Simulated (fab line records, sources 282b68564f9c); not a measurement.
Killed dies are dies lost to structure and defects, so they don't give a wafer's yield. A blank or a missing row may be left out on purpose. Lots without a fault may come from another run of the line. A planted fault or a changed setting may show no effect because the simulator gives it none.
One fault seen from 2 desks | flow rit_cmos | each desk has only its own numbers; what lay behind them comes last

THE TOOL OWNER'S DESK: implanter-04
The tool's own readings at RIT_PRETRO_IMPLANT_08: means of the sampled wafers that have a number, for each lot that ran on this tool. A lot is out of limits, marked OUT, if its mean lies more than 4 standard deviations from the usual mean; the brackets give that distance.
Columns: A = beam_energy_keV at RIT_PRETRO_IMPLANT_08, usual 45.002; B = beam_on_s at RIT_PRETRO_IMPLANT_08, usual 10.03 s
lot  | first seen here | A                        | B
L573 | day 2 22:53     | 44.996                   | 10.04
L575 | day 3 08:06     | 44.981                   | 9.94
L581 | day 4 14:17     | 45.005                   | 10.07
L586 | day 5 17:55     | 29.234 (-99 or more) OUT | 9.96
L589 | day 6 09:52     | 29.252 (-99 or more) OUT | 10.23
This desk's finding: out of limits on L586, L589; first on L586, day 5 17:55 (beam_energy_keV at RIT_PRETRO_IMPLANT_08). In limits: L573, L575, L581.

THE METROLOGY DESK
What the gauges read, lot by lot, whatever tool the lot ran on: means of the sampled wafers that have a number. A lot is out of limits, marked OUT, if its mean lies more than 4 standard deviations from the usual mean; the brackets give that distance.
Columns: A = PRETRO_TW at RIT_PRETRO_TW_MEAS_10, usual 471; B = NLDD_TW at RIT_NLDD_TW_MEAS_10, usual 2489; C = CONTACT_OVL at RIT_CONTACT_OVL_MEAS_09, usual 0.1 nm
lot  | first seen here | A              | B    | C
L571 | day 2 12:22     | 475            | 2468 | 1.3
L572 | day 2 18:02     | 466            | 2490 | -1.3
L573 | day 2 23:11     | 475            | 2481 | 1.3
L574 | day 3 06:20     | 474            | 2485 | 2.2
L575 | day 3 08:25     | 468            | 2488 | 0.3
L576 | day 3 14:46     | 476            | 2496 | -2.0
L577 | day 3 18:43     | 474            | 2491 | -0.5
L579 | day 4 07:15     | 465            | 2493 | 0.6
L580 | day 4 09:55     | 477            | 2491 | -0.1
L581 | day 4 14:37     | 475            | 2482 | -0.1
L586 | day 5 18:14     | 441 (-6.2) OUT | 2480 | -0.7
L589 | day 6 10:11     | 429 (-8.6) OUT | 2494 | -1.0
L591 | day 7 00:03     | 468            | 2483 | 1.9
L593 | day 7 12:51     | 467            | 2485 | 0.5
This desk's finding: out of limits on L586, L589; first on L586, day 5 18:14 (PRETRO_TW at RIT_PRETRO_TW_MEAS_10). In limits: L571, L572, L573, L574, L575, L576, L577, L579, L580, L581, L591, L593.

PUT TOGETHER
The tool owner's desk could have raised an alarm at day 5 17:55, on L586, L589.
The metrology desk could have raised an alarm at day 5 18:14, on L586, L589.
Of the lots named, all ran RIT_PRETRO_IMPLANT_08 on implanter-04.

WHAT THE SIMULATOR HAD PUT IN
Process parameter drift: implanter-04, from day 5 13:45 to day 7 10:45, at RIT_PRETRO_IMPLANT_08. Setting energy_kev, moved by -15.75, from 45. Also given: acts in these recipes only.
Lots struck among those shown: L586, L589.
Hours from the fault's start to each desk's first reading out of limits: the tool owner's desk, 4; the metrology desk, 4.
